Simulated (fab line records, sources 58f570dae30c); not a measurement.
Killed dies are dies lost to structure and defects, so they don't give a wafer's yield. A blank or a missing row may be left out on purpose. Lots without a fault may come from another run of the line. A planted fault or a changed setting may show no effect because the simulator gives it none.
Tool commonality check | flow berkeley_cmos170 | 15 lots, 45 wafers sampled

WHY IT WAS OPENED
At UCB170_GATE_THK_MEAS_02 the reading GATE_OXIDE_THK is flagged on 3 of 15 lots. Wafers without a fault read 6.54 nm, standard deviation 0.17.
Rule: a lot is flagged when every wafer of it that has a number lies more than 4 standard deviations from that mean, or none has a number. The other lots count as sound.

lot  | measured     | on            | GATE_OXIDE_THK (nm), wafer by wafer | flag
L104 | day 7 08:56  | film_metro-02 | 6.08 6.30 6.21                      |
L107 | day 7 08:58  | film_metro-02 | 6.12 6.18 6.25                      |
L106 | day 7 09:02  | film_metro-02 | 6.28 6.29 6.25                      |
L109 | day 7 16:00  | film_metro-04 | 6.66 6.59 6.61                      |
L110 | day 7 16:02  | film_metro-02 | 6.50 6.50 6.52                      |
L108 | day 7 21:54  | film_metro-04 | 6.73 6.74 6.77                      |
L112 | day 8 04:59  | film_metro-04 | 6.69 6.74 6.76                      |
L111 | day 8 05:01  | film_metro-02 | 6.69 6.66 6.69                      |
L113 | day 8 15:20  | film_metro-01 | 9.07 8.92 8.96                      | FLAGGED
L114 | day 8 15:22  | film_metro-02 | 8.78 8.80 8.79                      | FLAGGED
L115 | day 8 15:22  | film_metro-04 | 8.60 8.62 8.76                      | FLAGGED
L119 | day 9 06:12  | film_metro-01 | 6.48 6.43 6.32                      |
L125 | day 11 04:45 | film_metro-02 | 6.64 6.68 6.67                      |
L127 | day 11 04:45 | film_metro-01 | 6.35 6.45 6.52                      |
L126 | day 11 04:46 | film_metro-04 | 6.65 6.66 6.63                      |
The numbers of the flagged lots are 8.81 nm on average: +2.27 nm against the usual, or +13 standard deviations.

WHICH TOOL RAN EACH LOT
The record holds 2 process steps before the reading, out of a route of 331 steps. In each cell: the tool, then ch and the chambers that the sampled wafers went through, then the start.
lot  | flag    | UCB170_ZERO_ETCH_06               | UCB170_GATE_OXIDATION_01
L104 |         | rie_diel-04 ch 1,2, day 1 22:19   | furnace-01 ch 0, day 7 07:24
L107 |         | rie_diel-04 ch 1,2, day 2 09:56   | furnace-01 ch 0, day 7 07:24
L106 |         | rie_diel-01 ch 0,2,3, day 2 09:41 | furnace-01 ch 0, day 7 07:24
L109 |         | rie_diel-01 ch 0,1,2, day 3 04:59 | furnace-01 ch 0, day 7 14:30
L110 |         | rie_diel-01 ch 0,2,3, day 3 05:18 | furnace-01 ch 0, day 7 14:30
L108 |         | rie_diel-04 ch 0,1,2, day 2 19:59 | furnace-04 ch 0, day 7 20:23
L112 |         | rie_diel-04 ch 0,1,3, day 3 14:35 | furnace-04 ch 0, day 8 03:29
L111 |         | rie_diel-04 ch 0,2,3, day 3 14:53 | furnace-04 ch 0, day 8 03:29
L113 | FLAGGED | rie_diel-01 ch 0,2, day 3 20:17   | furnace-04 ch 0, day 8 13:50
L114 | FLAGGED | rie_diel-04 ch 0,1,2, day 3 20:27 | furnace-04 ch 0, day 8 13:50
L115 | FLAGGED | rie_diel-01 ch 0,1,3, day 4 04:07 | furnace-04 ch 0, day 8 13:50
L119 |         | rie_diel-02 ch 1,2,3, day 4 22:39 | furnace-01 ch 0, day 9 04:42
L125 |         | rie_diel-02 ch 0,1,3, day 6 08:14 | furnace-01 ch 0, day 11 03:14
L127 |         | rie_diel-01 ch 0,1,2, day 6 14:34 | furnace-01 ch 0, day 11 03:14
L126 |         | rie_diel-04 ch 1,2, day 6 14:14   | furnace-01 ch 0, day 11 03:14
What these steps do:
- UCB170_ZERO_ETCH_06: etches SiO2 in CHF3/CF4/Ar, time 12 s.
- UCB170_GATE_OXIDATION_01: target thk 6.6 nm, ox time 1800 s.
- UCB170_GATE_THK_MEAS_02

FLAGGED OVER TOTAL, TOOL BY TOOL (the gauges that took the reading come last)
step                     | tool          | lots run | flagged | share of the flagged lots | sound lots run after its first flagged lot
UCB170_ZERO_ETCH_06      | rie_diel-01   | 6        | 2       | some                      | 1 (L127)
UCB170_ZERO_ETCH_06      | rie_diel-02   | 2        | 0       | none                      | -
UCB170_ZERO_ETCH_06      | rie_diel-04   | 7        | 1       | some                      | 1 (L126)
UCB170_GATE_OXIDATION_01 | furnace-01    | 9        | 0       | none                      | -
UCB170_GATE_OXIDATION_01 | furnace-04    | 6        | 3       | all                       | 0
UCB170_GATE_THK_MEAS_02  | film_metro-01 | 3        | 1       | some                      | 2 (L119,L127)
UCB170_GATE_THK_MEAS_02  | film_metro-02 | 7        | 1       | some                      | 1 (L125)
UCB170_GATE_THK_MEAS_02  | film_metro-04 | 5        | 1       | some                      | 1 (L126)

WHAT THE TABLE ALLOWS
1 row of the table ran every flagged lot: furnace-04 at UCB170_GATE_OXIDATION_01.
- furnace-04 at UCB170_GATE_OXIDATION_01: 3 of its 6 lots flagged. Its last sound lot is L111 (day 8 03:29), its first flagged lot L113 (day 8 13:50): a fault that began between those two fits.
One tool is left: furnace-04 at UCB170_GATE_OXIDATION_01.

WHAT THE SIMULATOR HAD PUT IN
Process parameter drift: furnace-04, from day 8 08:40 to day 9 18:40, at UCB170_GATE_OXIDATION_01. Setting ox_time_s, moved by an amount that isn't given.
Lots struck among those shown: L113, L114, L115. The rule above found the same.
